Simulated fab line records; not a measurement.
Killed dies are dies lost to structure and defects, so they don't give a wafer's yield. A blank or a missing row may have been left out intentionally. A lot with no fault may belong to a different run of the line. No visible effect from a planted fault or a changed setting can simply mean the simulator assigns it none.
fab line records / flow berkeleyCmos170
record lots=7 wafers=21 lastDay=11
route steps=331 shown PWELL@47 WELLDRIVE@55
lots untouched by any fault: they come from a run of this same line in which no faults occurred
startH: hours from the record's opening day to when the first of the lot's shown wafers began / waitH: time in hours since the lot's previous step / " identical to the entry in the row above / L1.1+2: one row covering several wafers at once / - value missing, or start not given / * or withheld: withheld / < > ~ a bound
route shown NAME@n: a module of which the file shows steps, and the number in the route of the first / usual: the fault-free wafers' mean and standard deviation / same: alike in all rows / chamber/n: place in a boat / sites: readings site by site / _std_site: standard deviation across them / _edge_site: mean of outer sites minus mean of inner sites / radiusMm: how far each site lies from the wafer's centre / mask NAME#n: copy n / behind: the last tool/chamber to shape the wafer / hold: cause of the lot's hold/its duration in hours/its outcome / device: whichever transistor did not switch (one of n, p or np) / end of line: at the end of the route, the tests of the same wafers / step lacking rows: just its recipe / killed: not the wafer's yield, but the dies lost to structure and defects at the first sort / map: a wafer's dies, marking killed ones x, the rest . and places with no die _
set.NAME: the setting that was run; set.NAME@STEP: the one run at that earlier step / model.NAME: the simulator's own value behind a step, which no gauge read
lots seen at some steps along the route; tables by step, rows by wafer
services: a tool's chamber out of use, with start hour (startH, from the record's first day; less than 0 if before it), hours out, and reason
## steps
# step UCB170_PWELL_OVL_MEAS_13
# usual PWELL_OVL=-1/6.2
lot.wafer=L221.1 tool=overlay-01 chamber=- startH=80.66 waitH=- PWELL_OVL[nm]=-1
lot.wafer=L221.2 tool=overlay-01 chamber=- startH=80.66 waitH=- PWELL_OVL[nm]=2
lot.wafer=L221.6 tool=overlay-01 chamber=- startH=80.66 waitH=- PWELL_OVL[nm]=1
lot.wafer=L227.1 tool=overlay-01 chamber=- startH=106.74 waitH=- PWELL_OVL[nm]=-3
lot.wafer=L227.2 tool=overlay-01 chamber=- startH=106.74 waitH=- PWELL_OVL[nm]=1
lot.wafer=L227.5 tool=overlay-01 chamber=- startH=106.74 waitH=- PWELL_OVL[nm]=-1
lot.wafer=L228.2 tool=overlay-01 chamber=- startH=113.05 waitH=- PWELL_OVL[nm]=1
lot.wafer=L228.3 tool=overlay-01 chamber=- startH=113.05 waitH=- PWELL_OVL[nm]=-4
lot.wafer=L228.5 tool=overlay-01 chamber=- startH=113.05 waitH=- PWELL_OVL[nm]=2
lot.wafer=L229.2 tool=overlay-02 chamber=- startH=123.66 waitH=- PWELL_OVL[nm]=-6
lot.wafer=L229.4 tool=overlay-02 chamber=- startH=123.66 waitH=- PWELL_OVL[nm]=-7
lot.wafer=L229.5 tool=overlay-02 chamber=- startH=123.66 waitH=- PWELL_OVL[nm]=-3
lot.wafer=L231.1 tool=overlay-01 chamber=- startH=130.82 waitH=- PWELL_OVL[nm]=-3
lot.wafer=L231.2 tool=overlay-01 chamber=- startH=130.82 waitH=- PWELL_OVL[nm]=1
lot.wafer=L231.5 tool=overlay-01 chamber=- startH=130.82 waitH=- PWELL_OVL[nm]=-5
lot.wafer=L235.3 tool=overlay-01 chamber=- startH=153.64 waitH=- PWELL_OVL[nm]=1
lot.wafer=L235.5 tool=overlay-01 chamber=- startH=153.64 waitH=- PWELL_OVL[nm]=-5
lot.wafer=L235.6 tool=overlay-01 chamber=- startH=153.64 waitH=- PWELL_OVL[nm]=7
lot.wafer=L236.2 tool=overlay-01 chamber=- startH=160.00 waitH=- PWELL_OVL[nm]=2
lot.wafer=L236.4 tool=overlay-01 chamber=- startH=160.00 waitH=- PWELL_OVL[nm]=-2
lot.wafer=L236.5 tool=overlay-01 chamber=- startH=160.00 waitH=- PWELL_OVL[nm]=-7
# step UCB170_PWELL_ETCH_14
# recipe chemistry=CH3F/Ar/O2 target=Si3N4 stopOn=SiO2 CH3F_flow_sccm=20 Ar_flow_sccm=50 O2_flow_sccm=7 pressureMtorr=50 rfW=450 targetDepthA=2420 overEtchFrac=0.1 timeS=151
# usual CH3F_flow_sccm=19.99/0.058 O2_flow_sccm=7.002/0.021 drypumpMotorCurrentA=5.8/0.48 oesProductAu=0.940/0.02 throttleValvePct=8.08/0.082
lot.wafer=L221.1 tool=rieDiel-01 chamber=0 startH=80.69 waitH=0.0 CH3F_flow_sccm=19.99 O2_flow_sccm=6.981 drypumpMotorCurrentA=5.6 oesProductAu=0.912 rfHoursCounterH=131 throttleValvePct=8.05
lot.wafer=L221.2 tool=rieDiel-01 chamber=2 startH=80.69 waitH=0.0 CH3F_flow_sccm=20.04 O2_flow_sccm=6.999 drypumpMotorCurrentA=6.3 oesProductAu=0.901 rfHoursCounterH=87 throttleValvePct=8.19
lot.wafer=L221.6 tool=rieDiel-01 chamber=0 startH=80.69 waitH=0.0 CH3F_flow_sccm=19.92 O2_flow_sccm=7.018 drypumpMotorCurrentA=5.6 oesProductAu=0.905 rfHoursCounterH=- throttleValvePct=8.06
lot.wafer=L227.1 tool=rieDiel-01 chamber=3 startH=106.78 waitH=0.0 CH3F_flow_sccm=19.90 O2_flow_sccm=6.978 drypumpMotorCurrentA=4.9 oesProductAu=0.953 rfHoursCounterH=85 throttleValvePct=8.06
lot.wafer=L227.2 tool=rieDiel-01 chamber=2 startH=106.78 waitH=0.0 CH3F_flow_sccm=19.98 O2_flow_sccm=7.010 drypumpMotorCurrentA=6.3 oesProductAu=0.923 rfHoursCounterH=88 throttleValvePct=8.19
lot.wafer=L227.5 tool=rieDiel-01 chamber=0 startH=106.78 waitH=0.0 CH3F_flow_sccm=19.99 O2_flow_sccm=7.027 drypumpMotorCurrentA=5.6 oesProductAu=0.927 rfHoursCounterH=- throttleValvePct=8.06
lot.wafer=L228.2 tool=rieDiel-02 chamber=0 startH=113.08 waitH=0.0 CH3F_flow_sccm=19.97 O2_flow_sccm=7.014 drypumpMotorCurrentA=5.6 oesProductAu=0.933 rfHoursCounterH=104 throttleValvePct=7.98
lot.wafer=L228.3 tool=rieDiel-02 chamber=1 startH=113.08 waitH=0.0 CH3F_flow_sccm=19.89 O2_flow_sccm=7.028 drypumpMotorCurrentA=6.4 oesProductAu=0.931 rfHoursCounterH=75 throttleValvePct=8.04
lot.wafer=L228.5 tool=rieDiel-02 chamber=2 startH=113.08 waitH=0.0 CH3F_flow_sccm=20.06 O2_flow_sccm=7.001 drypumpMotorCurrentA=6.2 oesProductAu=0.958 rfHoursCounterH=- throttleValvePct=8.04
lot.wafer=L229.2 tool=rieDiel-01 chamber=2 startH=123.69 waitH=0.0 CH3F_flow_sccm=20.03 O2_flow_sccm=6.990 drypumpMotorCurrentA=6.3 oesProductAu=0.931 rfHoursCounterH=89 throttleValvePct=8.17
lot.wafer=L229.4 tool=rieDiel-01 chamber=1 startH=123.69 waitH=0.0 CH3F_flow_sccm=19.94 O2_flow_sccm=6.992 drypumpMotorCurrentA=6.0 oesProductAu=0.925 rfHoursCounterH=64 throttleValvePct=8.03
lot.wafer=L229.5 tool=rieDiel-01 chamber=2 startH=123.69 waitH=0.0 CH3F_flow_sccm=20.05 O2_flow_sccm=6.969 drypumpMotorCurrentA=6.2 oesProductAu=0.927 rfHoursCounterH=- throttleValvePct=8.16
lot.wafer=L231.1 tool=rieDiel-01 chamber=2 startH=130.85 waitH=0.0 CH3F_flow_sccm=20.02 O2_flow_sccm=6.971 drypumpMotorCurrentA=6.3 oesProductAu=0.916 rfHoursCounterH=89 throttleValvePct=8.17
lot.wafer=L231.2 tool=rieDiel-01 chamber=3 startH=130.85 waitH=0.0 CH3F_flow_sccm=19.96 O2_flow_sccm=7.008 drypumpMotorCurrentA=4.9 oesProductAu=0.961 rfHoursCounterH=87 throttleValvePct=8.08
lot.wafer=L231.5 tool=rieDiel-01 chamber=2 startH=130.85 waitH=0.0 CH3F_flow_sccm=19.98 O2_flow_sccm=6.970 drypumpMotorCurrentA=6.3 oesProductAu=0.913 rfHoursCounterH=- throttleValvePct=8.19
lot.wafer=L235.3 tool=rieDiel-04 chamber=1 startH=153.67 waitH=0.0 CH3F_flow_sccm=20.04 O2_flow_sccm=6.992 drypumpMotorCurrentA=5.9 oesProductAu=0.930 rfHoursCounterH=126 throttleValvePct=7.93
lot.wafer=L235.5 tool=rieDiel-04 chamber=1 startH=153.67 waitH=0.0 CH3F_flow_sccm=20.02 O2_flow_sccm=7.003 drypumpMotorCurrentA=5.9 oesProductAu=0.930 rfHoursCounterH=- throttleValvePct=7.94
lot.wafer=L235.6 tool=rieDiel-04 chamber=0 startH=153.67 waitH=0.0 CH3F_flow_sccm=19.99 O2_flow_sccm=7.011 drypumpMotorCurrentA=6.3 oesProductAu=0.961 rfHoursCounterH=- throttleValvePct=8.27
lot.wafer=L236.2 tool=rieDiel-04 chamber=2 startH=160.03 waitH=0.0 CH3F_flow_sccm=20.01 O2_flow_sccm=6.955 drypumpMotorCurrentA=5.9 oesProductAu=0.974 rfHoursCounterH=36 throttleValvePct=8.14
lot.wafer=L236.4 tool=rieDiel-04 chamber=0 startH=160.03 waitH=0.0 CH3F_flow_sccm=19.88 O2_flow_sccm=6.999 drypumpMotorCurrentA=6.3 oesProductAu=0.954 rfHoursCounterH=51 throttleValvePct=8.27
lot.wafer=L236.5 tool=rieDiel-04 chamber=3 startH=160.03 waitH=0.0 CH3F_flow_sccm=19.95 O2_flow_sccm=6.997 drypumpMotorCurrentA=5.3 oesProductAu=0.933 rfHoursCounterH=- throttleValvePct=8.11
# step UCB170_PWELL_IMPLANT_15
# recipe species=B doseCm2=5e+12 energyKev=60 tiltDeg=7
# step UCB170_PWELL_STRIP_16
# recipe chemistry=O2 powerW=400 pressureMtorr=3500 platenTempC=withheld o2FlowSccm=400 overashFraction=0.5
# usual drypumpMotorCurrentA=5.7/0.6 oesProductAu=0.722/0.0042 stripTimeToEndpointS=18.10/0.082
lot.wafer=L221.1 tool=plasmaAsher-04 chamber=1 startH=80.94 waitH=0.1 drypumpMotorCurrentA=6.3 oesProductAu=0.721 rfHoursCounterH=37 stripTimeToEndpointS=18.13
lot.wafer=L221.2 tool=plasmaAsher-04 chamber=0 startH=80.94 waitH=0.1 drypumpMotorCurrentA=6.5 oesProductAu=0.725 rfHoursCounterH=37 stripTimeToEndpointS=18.14
lot.wafer=L221.6 tool=plasmaAsher-04 chamber=1 startH=80.94 waitH=0.1 drypumpMotorCurrentA=6.3 oesProductAu=0.720 rfHoursCounterH=- stripTimeToEndpointS=18.13
lot.wafer=L227.1 tool=plasmaAsher-03 chamber=1 startH=107.03 waitH=0.1 drypumpMotorCurrentA=5.8 oesProductAu=0.728 rfHoursCounterH=32 stripTimeToEndpointS=18.11
lot.wafer=L227.2 tool=plasmaAsher-03 chamber=0 startH=107.03 waitH=0.1 drypumpMotorCurrentA=5.0 oesProductAu=0.715 rfHoursCounterH=32 stripTimeToEndpointS=18.15
lot.wafer=L227.5 tool=plasmaAsher-03 chamber=0 startH=107.03 waitH=0.1 drypumpMotorCurrentA=4.9 oesProductAu=0.722 rfHoursCounterH=- stripTimeToEndpointS=18.21
lot.wafer=L228.2 tool=plasmaAsher-04 chamber=1 startH=113.34 waitH=0.1 drypumpMotorCurrentA=6.3 oesProductAu=0.718 rfHoursCounterH=41 stripTimeToEndpointS=18.11
lot.wafer=L228.3 tool=plasmaAsher-04 chamber=1 startH=113.34 waitH=0.1 drypumpMotorCurrentA=6.3 oesProductAu=0.721 rfHoursCounterH=- stripTimeToEndpointS=18.24
lot.wafer=L228.5 tool=plasmaAsher-04 chamber=1 startH=113.34 waitH=0.1 drypumpMotorCurrentA=6.4 oesProductAu=0.720 rfHoursCounterH=- stripTimeToEndpointS=18.14
lot.wafer=L229.2 tool=plasmaAsher-04 chamber=0 startH=124.10 waitH=0.2 drypumpMotorCurrentA=6.5 oesProductAu=0.719 rfHoursCounterH=43 stripTimeToEndpointS=18.11
lot.wafer=L229.4 tool=plasmaAsher-04 chamber=0 startH=124.10 waitH=0.2 drypumpMotorCurrentA=6.4 oesProductAu=0.727 rfHoursCounterH=- stripTimeToEndpointS=17.98
lot.wafer=L229.5 tool=plasmaAsher-04 chamber=1 startH=124.10 waitH=0.2 drypumpMotorCurrentA=6.4 oesProductAu=0.716 rfHoursCounterH=- stripTimeToEndpointS=18.05
lot.wafer=L231.1 tool=plasmaAsher-04 chamber=0 startH=131.10 waitH=0.1 drypumpMotorCurrentA=6.5 oesProductAu=0.717 rfHoursCounterH=43 stripTimeToEndpointS=18.05
lot.wafer=L231.2 tool=plasmaAsher-04 chamber=1 startH=131.10 waitH=0.1 drypumpMotorCurrentA=6.3 oesProductAu=0.724 rfHoursCounterH=43 stripTimeToEndpointS=18.00
lot.wafer=L231.5 tool=plasmaAsher-04 chamber=1 startH=131.10 waitH=0.1 drypumpMotorCurrentA=6.3 oesProductAu=0.716 rfHoursCounterH=- stripTimeToEndpointS=18.09
lot.wafer=L235.3 tool=plasmaAsher-03 chamber=0 startH=153.95 waitH=0.1 drypumpMotorCurrentA=5.0 oesProductAu=0.723 rfHoursCounterH=- stripTimeToEndpointS=18.05
lot.wafer=L235.5 tool=plasmaAsher-03 chamber=0 startH=153.95 waitH=0.1 drypumpMotorCurrentA=5.0 oesProductAu=0.729 rfHoursCounterH=- stripTimeToEndpointS=18.12
lot.wafer=L235.6 tool=plasmaAsher-03 chamber=1 startH=153.95 waitH=0.1 drypumpMotorCurrentA=5.8 oesProductAu=0.718 rfHoursCounterH=- stripTimeToEndpointS=17.97
lot.wafer=L236.2 tool=plasmaAsher-04 chamber=0 startH=160.28 waitH=0.1 drypumpMotorCurrentA=6.5 oesProductAu=0.719 rfHoursCounterH=47 stripTimeToEndpointS=18.22
lot.wafer=L236.4 tool=plasmaAsher-04 chamber=1 startH=160.28 waitH=0.1 drypumpMotorCurrentA=6.3 oesProductAu=0.719 rfHoursCounterH=- stripTimeToEndpointS=18.07
lot.wafer=L236.5 tool=plasmaAsher-04 chamber=0 startH=160.28 waitH=0.1 drypumpMotorCurrentA=6.5 oesProductAu=0.722 rfHoursCounterH=- stripTimeToEndpointS=18.08
# step UCB170_PWELL_TW_MEAS_17
# usual PWELL_TW=377.1/2.8
lot.wafer=L221.1 tool=filmMetro-03 chamber=- startH=81.04 waitH=0.1 PWELL_TW=380.2
lot.wafer=L221.2 tool=filmMetro-03 chamber=- startH=81.04 waitH=0.1 PWELL_TW=379.7
lot.wafer=L221.6 tool=filmMetro-03 chamber=- startH=81.04 waitH=0.1 PWELL_TW=379.5
lot.wafer=L227.1 tool=filmMetro-04 chamber=- startH=107.13 waitH=0.1 PWELL_TW=380.5
lot.wafer=L227.2 tool=filmMetro-04 chamber=- startH=107.13 waitH=0.1 PWELL_TW=379.0
lot.wafer=L227.5 tool=filmMetro-04 chamber=- startH=107.13 waitH=0.1 PWELL_TW=378.3
lot.wafer=L228.2 tool=filmMetro-03 chamber=- startH=113.45 waitH=0.1 PWELL_TW=376.9
lot.wafer=L228.3 tool=filmMetro-03 chamber=- startH=113.45 waitH=0.1 PWELL_TW=378.3
lot.wafer=L228.5 tool=filmMetro-03 chamber=- startH=113.45 waitH=0.1 PWELL_TW=379.4
lot.wafer=L229.2 tool=filmMetro-01 chamber=- startH=124.20 waitH=0.1 PWELL_TW=372.5
lot.wafer=L229.4 tool=filmMetro-01 chamber=- startH=124.20 waitH=0.1 PWELL_TW=376.4
lot.wafer=L229.5 tool=filmMetro-01 chamber=- startH=124.20 waitH=0.1 PWELL_TW=375.0
lot.wafer=L231.1 tool=filmMetro-01 chamber=- startH=131.20 waitH=0.1 PWELL_TW=372.2
lot.wafer=L231.2 tool=filmMetro-01 chamber=- startH=131.20 waitH=0.1 PWELL_TW=375.0
lot.wafer=L231.5 tool=filmMetro-01 chamber=- startH=131.20 waitH=0.1 PWELL_TW=374.6
lot.wafer=L235.3 tool=filmMetro-01 chamber=- startH=154.04 waitH=0.1 PWELL_TW=375.7
lot.wafer=L235.5 tool=filmMetro-01 chamber=- startH=154.04 waitH=0.1 PWELL_TW=374.8
lot.wafer=L235.6 tool=filmMetro-01 chamber=- startH=154.04 waitH=0.1 PWELL_TW=373.4
lot.wafer=L236.2 tool=filmMetro-01 chamber=- startH=160.39 waitH=0.1 PWELL_TW=375.9
lot.wafer=L236.4 tool=filmMetro-01 chamber=- startH=160.39 waitH=0.1 PWELL_TW=375.5
lot.wafer=L236.5 tool=filmMetro-01 chamber=- startH=160.39 waitH=0.1 PWELL_TW=374.9
# step UCB170_PWELL_CLEAN_18
# recipe chemistry=SPM tempC=120 timeS=600
# step UCB170_PWELL_WET_ETCH_19
# recipe chemistry=H3PO4 target=Si3N4 tempC=160 timeS=14400
# step UCB170_PWELL_WET_ETCH_20
# recipe chemistry=BOE dilution=5:1 target=SiO2 tempC=25 timeS=22
# step UCB170_WELLDRIVE_CLEAN_00
# recipe chemistry=SPM tempC=120 timeS=600
# step UCB170_WELLDRIVE_OXIDATION_01
# recipe tempC=1100 ambient=O2 targetThkA=1990 oxTimeS=9000
# step UCB170_WELLDRIVE_THK_MEAS_02
# recipe reads=SiO2_of_WELLDRIVE_OXIDATION_01
# usual WELLDRIVE_OXIDE_THK=198.0/2.7
lot.wafer=L221.1 tool=filmMetro-02 chamber=- startH=92.76 waitH=0.0 WELLDRIVE_OXIDE_THK[nm]=199.8
lot.wafer=L221.2 tool=filmMetro-02 chamber=- startH=92.76 waitH=0.0 WELLDRIVE_OXIDE_THK[nm]=198.5
lot.wafer=L221.6 tool=filmMetro-02 chamber=- startH=92.76 waitH=0.0 WELLDRIVE_OXIDE_THK[nm]=200.0
lot.wafer=L227.1 tool=filmMetro-01 chamber=- startH=118.42 waitH=0.0 WELLDRIVE_OXIDE_THK[nm]=194.8
lot.wafer=L227.2 tool=filmMetro-01 chamber=- startH=118.42 waitH=0.0 WELLDRIVE_OXIDE_THK[nm]=196.8
lot.wafer=L227.5 tool=filmMetro-01 chamber=- startH=118.42 waitH=0.0 WELLDRIVE_OXIDE_THK[nm]=196.2
lot.wafer=L228.2 tool=filmMetro-02 chamber=- startH=124.82 waitH=0.0 WELLDRIVE_OXIDE_THK[nm]=197.0
lot.wafer=L228.3 tool=filmMetro-02 chamber=- startH=124.82 waitH=0.0 WELLDRIVE_OXIDE_THK[nm]=197.0
lot.wafer=L228.5 tool=filmMetro-02 chamber=- startH=124.82 waitH=0.0 WELLDRIVE_OXIDE_THK[nm]=196.7
lot.wafer=L229.2 tool=filmMetro-01 chamber=- startH=133.86 waitH=0.0 WELLDRIVE_OXIDE_THK[nm]=202.7
lot.wafer=L229.4 tool=filmMetro-01 chamber=- startH=133.86 waitH=0.0 WELLDRIVE_OXIDE_THK[nm]=201.6
lot.wafer=L229.5 tool=filmMetro-01 chamber=- startH=133.86 waitH=0.0 WELLDRIVE_OXIDE_THK[nm]=201.6
lot.wafer=L231.1 tool=filmMetro-02 chamber=- startH=146.63 waitH=0.0 WELLDRIVE_OXIDE_THK[nm]=198.2
lot.wafer=L231.2 tool=filmMetro-02 chamber=- startH=146.63 waitH=0.0 WELLDRIVE_OXIDE_THK[nm]=195.3
lot.wafer=L231.5 tool=filmMetro-02 chamber=- startH=146.63 waitH=0.0 WELLDRIVE_OXIDE_THK[nm]=199.0
lot.wafer=L235.3 tool=filmMetro-04 chamber=- startH=165.60 waitH=0.0 WELLDRIVE_OXIDE_THK[nm]=199.6
lot.wafer=L235.5 tool=filmMetro-04 chamber=- startH=165.60 waitH=0.0 WELLDRIVE_OXIDE_THK[nm]=197.5
lot.wafer=L235.6 tool=filmMetro-04 chamber=- startH=165.60 waitH=0.0 WELLDRIVE_OXIDE_THK[nm]=196.0
lot.wafer=L236.2 tool=filmMetro-04 chamber=- startH=170.76 waitH=0.0 WELLDRIVE_OXIDE_THK[nm]=196.1
lot.wafer=L236.4 tool=filmMetro-04 chamber=- startH=170.76 waitH=0.0 WELLDRIVE_OXIDE_THK[nm]=199.1
lot.wafer=L236.5 tool=filmMetro-04 chamber=- startH=170.76 waitH=0.0 WELLDRIVE_OXIDE_THK[nm]=203.9
# step UCB170_WELLDRIVE_ANNEAL_03
# recipe tempC=1100 timeS=900 ambient=N2
# step UCB170_WELLDRIVE_WET_ETCH_04
# recipe chemistry=BOE dilution=5:1 target=SiO2 tempC=25 timeS=120
# usual bathHeatDutyPct=6.2/0.67 runLengthS=147.0/3
lot.wafer=L221.1 tool=wetBench-02 chamber=1 startH=98.24 waitH=1.2 bathHeatDutyPct=6.2 runLengthS=152.6 model.SiO2_of_WELLDRIVE_OXIDATION_01.thkNm=0
lot.wafer=L221.2 tool=wetBench-02 chamber=1 startH=98.24 waitH=1.2 bathHeatDutyPct=6.2 runLengthS=152.6 model.SiO2_of_WELLDRIVE_OXIDATION_01.thkNm=0
lot.wafer=L221.6 tool=wetBench-02 chamber=1 startH=98.24 waitH=1.2 bathHeatDutyPct=6.5 runLengthS=152.6 model.SiO2_of_WELLDRIVE_OXIDATION_01.thkNm=0
lot.wafer=L227.1 tool=wetBench-03 chamber=0 startH=123.46 waitH=0.0 bathHeatDutyPct=- runLengthS=- model.SiO2_of_WELLDRIVE_OXIDATION_01.thkNm=194.8
lot.wafer=L227.2 tool=wetBench-03 chamber=0 startH=123.46 waitH=0.0 bathHeatDutyPct=- runLengthS=- model.SiO2_of_WELLDRIVE_OXIDATION_01.thkNm=196.9
lot.wafer=L227.5 tool=wetBench-03 chamber=0 startH=123.46 waitH=0.0 bathHeatDutyPct=- runLengthS=- model.SiO2_of_WELLDRIVE_OXIDATION_01.thkNm=196.2
lot.wafer=L228.2 tool=wetBench-03 chamber=3 startH=127.61 waitH=0.0 bathHeatDutyPct=- runLengthS=- model.SiO2_of_WELLDRIVE_OXIDATION_01.thkNm=197
lot.wafer=L228.3 tool=wetBench-03 chamber=3 startH=127.61 waitH=0.0 bathHeatDutyPct=- runLengthS=- model.SiO2_of_WELLDRIVE_OXIDATION_01.thkNm=196.9
lot.wafer=L228.5 tool=wetBench-03 chamber=3 startH=127.61 waitH=0.0 bathHeatDutyPct=- runLengthS=- model.SiO2_of_WELLDRIVE_OXIDATION_01.thkNm=196.7
lot.wafer=L229.2 tool=wetBench-02 chamber=1 startH=136.57 waitH=0.2 bathHeatDutyPct=- runLengthS=- model.SiO2_of_WELLDRIVE_OXIDATION_01.thkNm=202.7
lot.wafer=L229.4 tool=wetBench-02 chamber=1 startH=136.57 waitH=0.2 bathHeatDutyPct=- runLengthS=- model.SiO2_of_WELLDRIVE_OXIDATION_01.thkNm=201.6
lot.wafer=L229.5 tool=wetBench-02 chamber=1 startH=136.57 waitH=0.2 bathHeatDutyPct=- runLengthS=- model.SiO2_of_WELLDRIVE_OXIDATION_01.thkNm=201.6
lot.wafer=L231.1 tool=wetBench-02 chamber=1 startH=150.33 waitH=0.0 bathHeatDutyPct=5.8 runLengthS=145.3 model.SiO2_of_WELLDRIVE_OXIDATION_01.thkNm=0
lot.wafer=L231.2 tool=wetBench-02 chamber=1 startH=150.33 waitH=0.0 bathHeatDutyPct=5.8 runLengthS=145.3 model.SiO2_of_WELLDRIVE_OXIDATION_01.thkNm=0
lot.wafer=L231.5 tool=wetBench-02 chamber=1 startH=150.33 waitH=0.0 bathHeatDutyPct=6.9 runLengthS=145.3 model.SiO2_of_WELLDRIVE_OXIDATION_01.thkNm=0
lot.wafer=L235.3 tool=wetBench-03 chamber=0 startH=170.46 waitH=0.0 bathHeatDutyPct=5.9 runLengthS=144.8 model.SiO2_of_WELLDRIVE_OXIDATION_01.thkNm=0
lot.wafer=L235.5 tool=wetBench-03 chamber=0 startH=170.46 waitH=0.0 bathHeatDutyPct=6.1 runLengthS=144.8 model.SiO2_of_WELLDRIVE_OXIDATION_01.thkNm=0
lot.wafer=L235.6 tool=wetBench-03 chamber=0 startH=170.46 waitH=0.0 bathHeatDutyPct=5.1 runLengthS=144.8 model.SiO2_of_WELLDRIVE_OXIDATION_01.thkNm=0
lot.wafer=L236.2 tool=wetBench-02 chamber=1 startH=176.85 waitH=0.0 bathHeatDutyPct=6.7 runLengthS=154.7 model.SiO2_of_WELLDRIVE_OXIDATION_01.thkNm=0
lot.wafer=L236.4 tool=wetBench-02 chamber=1 startH=176.85 waitH=0.0 bathHeatDutyPct=6.5 runLengthS=154.7 model.SiO2_of_WELLDRIVE_OXIDATION_01.thkNm=0
lot.wafer=L236.5 tool=wetBench-02 chamber=1 startH=176.85 waitH=0.0 bathHeatDutyPct=6.7 runLengthS=154.7 model.SiO2_of_WELLDRIVE_OXIDATION_01.thkNm=0
## services
tool=rieDiel-01 chamber=- startH=69.47 hours=1.7 kind=repair
tool=rieDiel-04 chamber=- startH=89.16 hours=4.3 kind=pm
tool=rieDiel-02 chamber=3 startH=100.19 hours=- kind=clean
tool=rieDiel-02 chamber=3 startH=100.19 hours=15.7 kind=scheduledDown
tool=rieDiel-02 chamber=3 startH=100.19 hours=15.7 kind=ventCycle
tool=plasmaAsher-04 chamber=- startH=148.95 hours=2.8 kind=repair
## key
firstSign step=UCB170_WELLDRIVE_WET_ETCH_04 reading=toolRecord direction=missing
effect none on later readings
modelEffect step=UCB170_WELLDRIVE_WET_ETCH_04 value=SiO2_of_WELLDRIVE_OXIDATION_01.thkNm without=0 struck=198.3
metAt UCB170_WELLDRIVE_WET_ETCH_04
struckWafers L227.1,L227.2,L227.5,L228.2,L228.3,L228.5,L229.2,L229.4,L229.5
laterRowsLeftOut L227.1,L227.2,L227.5,L228.2,L228.3,L228.5,L229.2,L229.4,L229.5
sortLeftOut L227.1,L227.2,L227.5,L228.2,L228.3,L228.5,L229.2,L229.4,L229.5
testerLeftOut L227,L228,L229
onsetBetween 98.24 123.46
fault kind=skippedStepWhole tool=wetBench-02,wetBench-03 chamber=- onsetH=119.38 steps=UCB170_WELLDRIVE_WET_ETCH_04 scope=struckLotsOnly
# testerLeftOut: of these lots the tester's yield and bins aren't shown, on N5 and GAA mostly nor the transistor test; their killed dies are dies lost to structure and defects alone, not to doping, threshold or leakage, so they don't give the yield
# sortLeftOut: the simulated sort isn't trusted on such a fault, so these wafers' sort isn't shown, and their yield isn't known
# laterRowsLeftOut: the simulator's readings of these wafers behind a module that went badly wrong aren't trusted and aren't shown, but for the sort
